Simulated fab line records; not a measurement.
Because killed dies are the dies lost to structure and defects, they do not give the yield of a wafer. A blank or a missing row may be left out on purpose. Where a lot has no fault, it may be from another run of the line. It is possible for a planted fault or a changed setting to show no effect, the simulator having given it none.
Split-lot study + flow berkeley cmos170 + 5 lots, 23 wafers read, on a route of 331 steps

ABOUT THE SPLIT
At UCB170_M3_SPUTTER_01 (material Al, target thk 900 nm, time 120 s), the setting time s was moved away from the recipe's 120 s on 5 of the 23 wafers read, by +6.8% to +11.0%. The other wafers ran this setting at the recipe's value.

FROM THE SPLIT TO THE READING: what the file shows between them, 3 steps
- UCB170_M3_RS_MEAS_02: measures by four-point-probe
- UCB170_M3_THK_MEAS_03: measures by xrf
- UCB170_M3_COAT_10: resist thk 900 nm (also split here: resist thk nm)

THE READING
oes product au, in a.u., at UCB170_M3_METAL_ETCH_18 (etches Al in Cl2/BCl3, stops on SiO2, target depth 1170 nm, time 195 s). Fault-free wafers of this fab line usually give 0.852 a.u., standard deviation 0.017 a.u.

| wafer  | tool, chamber at the split | time s as run, s | against the recipe | oes product au, a.u. | against lot-mates on the recipe |
|--------|----------------------------|------------------|--------------------|----------------------|---------------------------------|
| L074.1 | pvd sputter-01, -          | 120              | recipe             | 0.866                | -                               |
| L074.3 | pvd sputter-01, -          | 120              | recipe             | 0.874                | -                               |
| L074.4 | pvd sputter-01, -          | 120              | recipe             | 0.868                | -                               |
| L074.5 | pvd sputter-01, -          | 120              | recipe             | 0.865                | -                               |
| L074.6 | pvd sputter-01, -          | 120              | recipe             | 0.892                | -                               |
| L076.2 | pvd sputter-03, -          | 120              | recipe             | 0.856                | -                               |
| L076.3 | pvd sputter-03, -          | 120              | recipe             | 0.834                | -                               |
| L076.4 | pvd sputter-03, -          | 133.2            | +11.0%             | 0.904                | +0.059                          |
| L076.5 | pvd sputter-03, -          | 133.2            | +11.0%             | 0.903                | +0.058                          |
| L076.6 | pvd sputter-03, -          | 133.2            | +11.0%             | 0.902                | +0.057                          |
| L075.1 | pvd sputter-04, -          | 120              | recipe             | 0.842                | -                               |
| L075.3 | pvd sputter-04, -          | 120              | recipe             | 0.837                | -                               |
| L075.4 | pvd sputter-04, -          | 128.2            | +6.8%              | 0.874                | +0.035                          |
| L075.5 | pvd sputter-04, -          | 120              | recipe             | 0.837                | -                               |
| L075.6 | pvd sputter-04, -          | 128.2            | +6.8%              | 0.871                | +0.032                          |
| L081.2 | pvd sputter-03, -          | 120              | recipe             | 0.827                | -                               |
| L081.3 | pvd sputter-03, -          | 120              | recipe             | 0.845                | -                               |
| L081.4 | pvd sputter-03, -          | 120              | recipe             | 0.823                | -                               |
| L085.1 | pvd sputter-03, -          | 120              | recipe             | 0.835                | -                               |
| L085.2 | pvd sputter-03, -          | 120              | recipe             | 0.833                | -                               |
| L085.3 | pvd sputter-03, -          | 120              | recipe             | 0.839                | -                               |
| L085.4 | pvd sputter-03, -          | 120              | recipe             | 0.833                | -                               |
| L085.6 | pvd sputter-03, -          | 120              | recipe             | 0.828                | -                               |

FIT RESULTS
A straight line over all 23 wafers: oes product au changes by +0.00491 a.u. for each +1% of time s; r = +0.76; the points scatter about the line by 0.017 a.u.
The same after taking each lot's own level away (the mean of its wafers on the recipe; 23 wafers): +0.00521 a.u. for each +1%; r = +0.95; scatter 0.0073 a.u.
According to that fit, moving time s by its largest amount changes the reading by 0.057 a.u.
From 0.8317 to 0.8730 a.u.: that is the span of the lots' own levels, equal to 2.4 times the standard deviation above.
So the lot-to-lot level blurs the effect unless lot-mates are compared.
Check: with one of the wafers moved furthest among these (+11.0%) left out of the fit, the line predicts +0.0567 a.u. for it against its lot-mates. It came out at +0.059 a.u. against them.

THESE WAFERS: OTHER SPLITS
Before the reading, these wafers also passed through other splits. Each is held against what the fit with the lots' levels taken away leaves over:
| other split on the same wafers  | wafers away from the commonest value | r with oes product au (lot level and that fit taken away) |
|---------------------------------|--------------------------------------|-----------------------------------------------------------|
| UCB170_M3_COAT_10 resist thk nm | 9                                    | +0.06                                                     |

THE WHOLE CHAIN: every reading that the file lists as answering this split, in the file's order
| step                    | what it does                                                           | reading                                                                     | change (the file's fit)                   | r (the file's) |
|-------------------------|------------------------------------------------------------------------|-----------------------------------------------------------------------------|-------------------------------------------|----------------|
| UCB170_M3_SPUTTER_01    | material Al, target thk 900 nm, time 120 s                             | Al_of_M3_SPUTTER_01.thk nm (the simulator's own value, which no gauge read) | +9.47 nm for each +1% of the setting      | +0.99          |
| UCB170_M3_RS_MEAS_02    | measures by four-point-probe                                           | M3_AL_RS                                                                    | -0.00031 for each +1% of the setting      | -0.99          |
| UCB170_M3_THK_MEAS_03   | measures by xrf                                                        | M3_AL_THK                                                                   | +9.28 for each +1% of the setting         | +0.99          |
| UCB170_M3_METAL_ETCH_18 | etches Al in Cl2/BCl3, stops on SiO2, target depth 1170 nm, time 195 s | oes product au                                                              | +0.00518 a.u. for each +1% of the setting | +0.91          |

THE FILE'S OWN FIT
oes product au changes by +0.00518 a.u. for each +1% of time s, r = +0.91.
